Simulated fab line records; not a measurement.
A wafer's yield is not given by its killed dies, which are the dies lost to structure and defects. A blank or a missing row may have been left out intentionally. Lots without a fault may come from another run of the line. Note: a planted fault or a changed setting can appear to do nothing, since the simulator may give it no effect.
Problem report in the 8D (eight disciplines) form, filled by code + flow ritCmos + the parts of the form that need people (team, actions taken, sign-off) are left out

1. THE PROBLEM
At RIT_NLDD_DEVELOP_05, developerTempC averages 22.13 C over 6 wafers from 2 lots, while fault-free wafers read 23.01 C, standard deviation 0.12. Measured from the usual mean, that is -7.3 standard deviations.
The step: develop time 50 s.
The first sign was on wafer L698.1 at day 7 00:00, on lithoTrack-04. At this step, 42 wafers from 14 lots have a number in the record. Rule for "out", or "out of limits": more than 4 standard deviations from the usual mean. The other wafers with a number count as sound.

2. WHAT THIS IS AND IS NOT
| question                    | is                     | is not                                                                 |
|-----------------------------|------------------------|------------------------------------------------------------------------|
| which readings at this step | developerTempC         | -                                                                      |
| which lots                  | L698, L701             | L678, L679, L681, L684, L685, L686, L688, L689, L690, L692, L693, L694 |
| which wafers of those lots  | all that have a number | -                                                                      |
| read on which tools         | lithoTrack-04          | lithoTrack-02, lithoTrack-03                                           |
| when                        | from day 7 00:00       | up to then (36 sound wafers)                                           |

3. THE SUSPECTS, EACH WITH WHAT RULES IT OUT
Counting: a tool at a process step up to the reading stays a suspect if it ran every lot that is out and no sound lot after the first of them.
- lithoTrack-04 at RIT_NLDD_DEVELOP_05 (develop time 50 s): kept. All lots that are out passed through it, beginning with L698 at day 7 00:00, and no sound lot followed; its final sound lot before that point was L692 at day 5 15:00. Its own readings are out on those wafers: developerTempC.
The count leaves lithoTrack-04 at RIT_NLDD_DEVELOP_05.

4. THE CAUSE (what the simulator had put in)
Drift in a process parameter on lithoTrack-04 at RIT_NLDD_DEVELOP_05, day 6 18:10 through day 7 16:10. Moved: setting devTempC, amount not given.
After counting, this tool was the only one left.

5. SEQUENCE OF EFFECTS, ordered by route
Each row: a reading where the mean over the struck wafers with a number is more than 3 standard deviations away from the usual. Only readings for which the record gives a usual standard deviation are gone through. hours: the time from each lot's start at the first step in this table that gives one to its start at this step, as a median over the lots. sigmas: the change in usual standard deviations.
| hours | step                | reading        | usual   | on struck wafers | change | sigmas |
|-------|---------------------|----------------|---------|------------------|--------|--------|
| 0     | RIT_NLDD_DEVELOP_05 | developerTempC | 23.01 C | 22.13            | -0.88  | -7.3   |
The process steps in it:
- RIT_NLDD_DEVELOP_05: develop time 50 s.

6. WHAT WOULD HAVE CAUGHT IT SOONER
First out-of-limits reading in this record: day 7 00:00, which is 6 hours after fault onset at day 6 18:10.
